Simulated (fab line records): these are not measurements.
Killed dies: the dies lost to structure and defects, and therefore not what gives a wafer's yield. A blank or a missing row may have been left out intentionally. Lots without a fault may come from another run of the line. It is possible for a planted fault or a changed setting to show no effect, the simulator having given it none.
fab line records	flow rit-cmos
[record] lots = 14	wafers = 42	last-day = 7
route steps=202 shown REOX@101
lots with no fault: from the same line, run without faults
start-h: hours from the record's first day to the start of the lot's first wafer shown	wait-h: how many hours have passed since the lot's step before this one	" repeats the value in the row above	L1.1+2: a row that stands for several wafers	- no value present, or no start provided	* or withheld: withheld	< > ~ a bound
route shown NAME@n: a module of which the file shows steps, and the number in the route of the first	usual: mean/standard deviation of fault-free wafers	same: alike in all rows	chamber/n: place in a boat	sites: each site's reading	_std_site: how widely they spread, as a standard deviation	_edge_site: outer sites' mean less inner sites'	radius-mm: how far each site lies from the wafer's centre	mask NAME#n: copy n	behind: the tool/chamber that last shaped the wafer	hold: reason for holding the lot/hours on hold/outcome of the hold	device: names the non-switching transistor (n, p or np)	end of line: tests of these same wafers at the route's end	a step without rows: its recipe alone	killed: dies lost to structure and defects at the first sort, not the wafer's yield	map: shows each die of a wafer: x if killed, . if not, _ if none is there
set.NAME: setting as actually run; set.NAME@STEP: the setting as run at that earlier step	model.NAME: the simulator's own value behind a step, which no gauge read
a sample of lots followed through the steps of the route, with each step as a table and each wafer as a row
services: from which hour (start-h, from the record's first day; less than 0 if before it) a tool's chamber was out of use, for how many hours, and why
[[steps]]
[step RIT_REOX_OXIDATION_03]
[recipe] temp-c = 900	ambient = O2	target-thk-a = 252	ox-time-s = 5580
[usual] spike-tc-centre-C = 902.6/0.98	spike-tc-load-C = 926.1/1.5	spike-tc-source-C = 926.6/2.4	tube-center-temp-C = 900.01/0.077	tube_center_temp_C_max = 902.3/0.45
[same] ox-time-s = 5580
lot.wafer	tool	chamber	start-h	wait-h	spike-tc-centre-C	spike-tc-load-C	spike-tc-source-C	tube-center-temp-C	tube_center_temp_C_max
L781.1	furnace-04	0	41.21	0.2	901.3	927.7	928.5	899.96	901.8
L781.4	"	0	"	"	903.3	925.2	927.2	900.11	902.5
L781.6	"	0	"	"	901.5	924.7	928.4	899.99	902.1
L782.2	furnace-01	0	48.21	0.9	901.8	927.2	924.8	900.08	901.7
L782.4	"	0	"	"	901.6	927.8	924.9	900.1	901.8
L782.6	"	0	"	"	902.3	927.3	926.2	899.99	902.6
L783.1	furnace-01	0	54.69	0.0	900.9	928.4	923.5	899.93	901.9
L783.3	"	0	"	"	904.4	927.6	924.5	900.04	902.0
L783.4	"	0	"	"	903.1	928.1	926.8	900.1	902.4
L784.1	furnace-04	0	57.94	0.5	903.6	924.8	927.9	900.02	901.8
L784.4	"	0	"	"	902.6	926.6	930.7	899.99	901.7
L784.6	"	0	"	"	902.2	925.0	928.9	900.08	902.8
L785.3	furnace-04	0	60.49	1.2	902.1	925.9	928.2	900.04	903.1
L785.4	"	0	"	"	901.4	927.0	929.1	900.05	903.1
L785.6	"	0	"	"	902.6	924.4	928.0	899.89	902.4
L786.3	furnace-04	0	69.47	0.0	903.6	926.1	930.1	900.09	902.1
L786.4	"	0	"	"	902.4	925.9	928.7	899.99	903.1
L786.6	"	0	"	"	902.2	925.9	927.6	900.03	902.6
L788.3	furnace-03	0	74.67	0.0	902.7	926.2	925.8	900.07	902.8
L788.4	"	0	"	"	901.0	923.5	925.8	899.94	901.7
L788.5	"	0	"	"	903.6	925.5	924.0	900.16	902.1
L790.1	furnace-03	0	92.13	0.0	903.6	924.8	925.0	899.84	902.0
L790.2	"	0	"	"	904.1	925.0	923.7	900.06	902.2
L790.3	"	0	"	"	901.2	924.9	926.0	899.98	903.0
L791.1	furnace-04	0	94.78	0.1	901.7	924.8	929.6	900.13	902.8
L791.2	"	0	"	"	902.5	925.2	928.7	900.02	902.1
L791.4	"	0	"	"	901.2	926.6	928.9	899.96	902.0
L794.1	furnace-04	0	109.37	0.4	910.2	934.8	938.0	908.02	910.3
L794.3	"	0	"	"	912.0	935.5	937.3	908.05	910.5
L794.5	"	0	"	"	910.7	933.9	938.5	907.95	910.0
L795.2	furnace-04	0	113.23	1.6	912.3	934.8	937.3	908.06	910.0
L795.4	"	0	"	"	911.1	934.5	936.2	908.03	910.4
L795.6	"	0	"	"	910.6	934.0	937.0	907.88	909.8
L799.1	furnace-01	0	129.99	0.0	902.4	928.6	923.7	900.09	902.7
L799.3	"	0	"	"	903.6	927.8	924.0	900	902.1
L799.5	"	0	"	"	902.7	927.1	924.7	899.91	902.1
L802.1	furnace-01	0	144.92	0.4	904.5	929.0	923.2	900.01	902.3
L802.5	"	0	"	"	902.8	927.4	924.6	900.11	902.8
L802.6	"	0	"	"	902.6	927.8	926.9	900.09	902.6
L804.1	furnace-01	0	156.19	1.4	903.6	926.8	922.6	900.01	902.1
L804.2	"	0	"	"	903.1	928.6	923.4	900.04	902.2
L804.6	"	0	"	"	903.5	927.7	925.7	899.95	902.1
[step RIT_REOX_THK_MEAS_04]
[recipe] reads = SiO2_of_REOX_OXIDATION_03
[usual] REOX_OXIDE_THK = 25.4/0.41
lot.wafer	tool	chamber	start-h	wait-h	REOX_OXIDE_THK[nm]
L781.1	film-metro-01	-	43.76	0.0	25.8
L781.4	"	-	"	"	25.6
L781.6	"	-	"	"	25.5
L782.2	film-metro-04	-	50.77	0.0	25.7
L782.4	"	-	"	"	25.9
L782.6	"	-	"	"	25.2
L783.1	film-metro-01	-	57.24	0.0	24.7
L783.3	"	-	"	"	24.8
L783.4	"	-	"	"	25.0
L784.1	film-metro-04	-	60.49	0.0	25.4
L784.4	"	-	"	"	25.4
L784.6	"	-	"	"	25.2
L785.3	film-metro-04	-	63.06	0.0	25.2
L785.4	"	-	"	"	25.4
L785.6	"	-	"	"	25.0
L786.3	film-metro-02	-	72.04	0.0	25.4
L786.4	"	-	"	"	24.9
L786.6	"	-	"	"	25.1
L788.3	film-metro-01	-	77.24	0.0	26.1
L788.4	"	-	"	"	25.2
L788.5	"	-	"	"	25.5
L790.1	film-metro-01	-	94.68	0.0	25.9
L790.2	"	-	"	"	25.7
L790.3	"	-	"	"	25.5
L791.1	film-metro-04	-	97.33	0.0	24.9
L791.2	"	-	"	"	25.3
L791.4	"	-	"	"	25.0
L794.1	film-metro-01	-	111.92	0.0	27.4
L794.3	"	-	"	"	27.5
L794.5	"	-	"	"	27.5
L795.2	film-metro-01	-	115.79	0.0	26.9
L795.4	"	-	"	"	26.8
L795.6	"	-	"	"	27.0
L799.1	film-metro-01	-	132.54	0.0	24.8
L799.3	"	-	"	"	24.8
L799.5	"	-	"	"	24.5
L802.1	film-metro-04	-	147.47	0.0	24.7
L802.5	"	-	"	"	24.8
L802.6	"	-	"	"	24.6
L804.1	film-metro-01	-	158.74	0.0	25.5
L804.2	"	-	"	"	25.2
L804.6	"	-	"	"	25.6
[[services]]
tool	chamber	start-h	hours	kind
furnace-01	-	27.54	3.7	pm
furnace-04	-	35.81	3.0	pm
furnace-03	-	134.82	2.4	pm
furnace-03	-	152.80	2.9	pm
[[key]]
[first-sign] step = RIT_REOX_OXIDATION_03	reading = tube-center-temp-C	direction = up	sigmas = 89	usual = *	struck = *
[effect] step = RIT_REOX_OXIDATION_03	reading = tube_center_temp_C_max	direction = up	sigmas = 18	usual = *	struck = *
[effect] step = RIT_REOX_THK_MEAS_04	reading = REOX_OXIDE_THK	direction = up	sigmas = 4.5	usual = 25.4	struck = 27.2
met-at RIT_REOX_OXIDATION_03
struck-lots L794,L795
tester-left-out L794,L795
onset-between 94.78 109.37
[fault] kind = process-parameter-drift	tool = furnace-04	chamber = -	onset-h = 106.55	steps = RIT_REOX_OXIDATION_03	channel = temp-c	offset = *	shape = step	end-h = 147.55	acts-in = *	stated = *
// tester-left-out: of these lots the tester's yield and bins aren't shown, on N5 and GAA mostly nor the transistor test; their killed dies are dies lost to structure and defects alone, not to doping, threshold or leakage, so they don't give the yield
